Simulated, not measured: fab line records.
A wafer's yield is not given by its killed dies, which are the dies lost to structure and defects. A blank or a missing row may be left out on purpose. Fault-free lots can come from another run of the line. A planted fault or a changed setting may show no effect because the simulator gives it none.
Lot-split experiment | flow ritCmos | on a route of 202 steps: 5 lots, 23 wafers read

## ON THE SPLIT
At RIT_CONTACT_CVD_00 (deposits SiO2 from TEOS, target thk 400 nm, time 61 s), the setting timeS was moved away from the recipe's 61 s on 10 of the 23 wafers read, by -12.3% to +14.3%. For the rest of the wafers, this setting stayed at what the recipe calls for.

The file shows no step between the split and the reading.

## THE READING
CONTACT_TEOS_THK (nm), taken at RIT_CONTACT_THK_MEAS_01. On this fab line, fault-free wafers typically give 401 nm with a standard deviation of 5 nm.

wafer  | tool, chamber at the split | timeS as run, s | against the recipe | CONTACT_TEOS_THK, nm | against lot-mates on the recipe
L077.1 | pecvd-04, 1                | 61              | recipe             | 400                  | -
L077.4 | pecvd-04, 1                | 61              | recipe             | 407                  | -
L077.6 | pecvd-04, 2                | 61              | recipe             | 415                  | -
L078.2 | pecvd-02, 1                | 69.73           | +14.3%             | 455                  | +50
L078.3 | pecvd-02, 0                | 69.73           | +14.3%             | 453                  | +48
L078.4 | pecvd-02, 2                | 61              | recipe             | 402                  | -
L078.5 | pecvd-02, 1                | 61              | recipe             | 409                  | -
L078.6 | pecvd-02, 0                | 61              | recipe             | 405                  | -
L080.2 | pecvd-04, 1                | 65.08           | +6.7%              | 423                  | +24
L080.3 | pecvd-04, 2                | 61              | recipe             | 398                  | -
L080.4 | pecvd-04, 1                | 65.08           | +6.7%              | 432                  | +33
L080.5 | pecvd-04, 2                | 61              | recipe             | 400                  | -
L080.6 | pecvd-04, 0                | 65.08           | +6.7%              | 433                  | +34
L081.1 | pecvd-02, 0                | 61              | recipe             | 395                  | -
L081.2 | pecvd-02, 2                | 68.04           | +11.5%             | 445                  | +48
L081.3 | pecvd-02, 1                | 61              | recipe             | 394                  | -
L081.4 | pecvd-02, 1                | 68.04           | +11.5%             | 451                  | +54
L081.5 | pecvd-02, 0                | 61              | recipe             | 402                  | -
L083.1 | pecvd-04, 2                | 61              | recipe             | 400                  | -
L083.2 | pecvd-04, 0                | 61              | recipe             | 396                  | -
L083.3 | pecvd-04, 1                | 53.47           | -12.3%             | 348                  | -50
L083.4 | pecvd-04, 2                | 53.47           | -12.3%             | 358                  | -40
L083.5 | pecvd-04, 0                | 53.47           | -12.3%             | 356                  | -42

FIT RESULTS
A straight line over all 23 wafers: CONTACT_TEOS_THK changes by +3.85 nm for each +1% of timeS; r = +0.98; the points scatter about the line by 5.3 nm.
The same after taking each lot's own level away (the mean of its wafers on the recipe; 23 wafers): +3.76 nm for each +1%; r = +0.98; scatter 5.1 nm.
According to that fit, moving timeS by its largest amount changes the reading by 54 nm.
Across the lots, their own levels run from 397.0 to 407.3 nm, a range of 2.1 times the standard deviation given above.
So the lot-to-lot level changes the slope little: the two slopes agree.
Check: for one of the wafers moved furthest among these (+14.3%), held out of the fit, the line's prediction against its lot-mates is +56.2 nm. It came out at +49.7 nm against them.

## ADDITIONAL SPLITS CARRIED BY THESE WAFERS
These wafers also went through other splits before the reading. Each is held against what the fit with the lots' levels taken away leaves over:
other split on the same wafers | wafers away from the commonest value | r with CONTACT_TEOS_THK (lot level and that fit taken away)
RIT_SPACER_CVD_03 tempC        | 15                                   | +0.16
RIT_NSD_IMPLANT_08 energyKev   | 4                                    | +0.08
RIT_PSD_HARDBAKE_07 tempC      | 10                                   | -0.24
RIT_SDANNEAL_RTA_03 timeS      | 11                                   | +0.31

## THE WHOLE CHAIN: every reading that the file lists as answering this split, in the file's order
step                    | what it does                                                                | reading                                                                       | change (the file's fit)              | r (the file's)
RIT_CONTACT_CVD_00      | deposits SiO2 from TEOS, target thk 400 nm, time 61 s                       | SiO2_of_CONTACT_CVD_00.thkNm (the simulator's own value, which no gauge read) | +3.8 nm for each +1% of the setting  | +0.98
RIT_CONTACT_THK_MEAS_01 |                                                                             | CONTACT_TEOS_THK                                                              | +3.79 for each +1% of the setting    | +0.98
RIT_CONTACT_ETCH_11     | etches SiO2 in CHF3/CF4/Ar, stops on TiSi2, target depth 480 nm, time 320 s | CONTACT.featureDepthNm (the simulator's own value, which no gauge read)       | +3.8 nm for each +1% of the setting  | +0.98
RIT_CONTACT_ETCH_11     | etches SiO2 in CHF3/CF4/Ar, stops on TiSi2, target depth 480 nm, time 320 s | etch.depthNm (the simulator's own value, which no gauge read)                 | +3.8 nm for each +1% of the setting  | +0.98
RIT_M1_METAL_ETCH_12    | etches Al in Cl2/BCl3, stops on SiO2, time 165 s, target depth 600 nm       | SiO2_of_CONTACT_CVD_00.thkNm (the simulator's own value, which no gauge read) | +3.86 nm for each +1% of the setting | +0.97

## FILE'S OWN FIT
CONTACT_TEOS_THK changes by +3.79 nm for each +1% of timeS, r = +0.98.
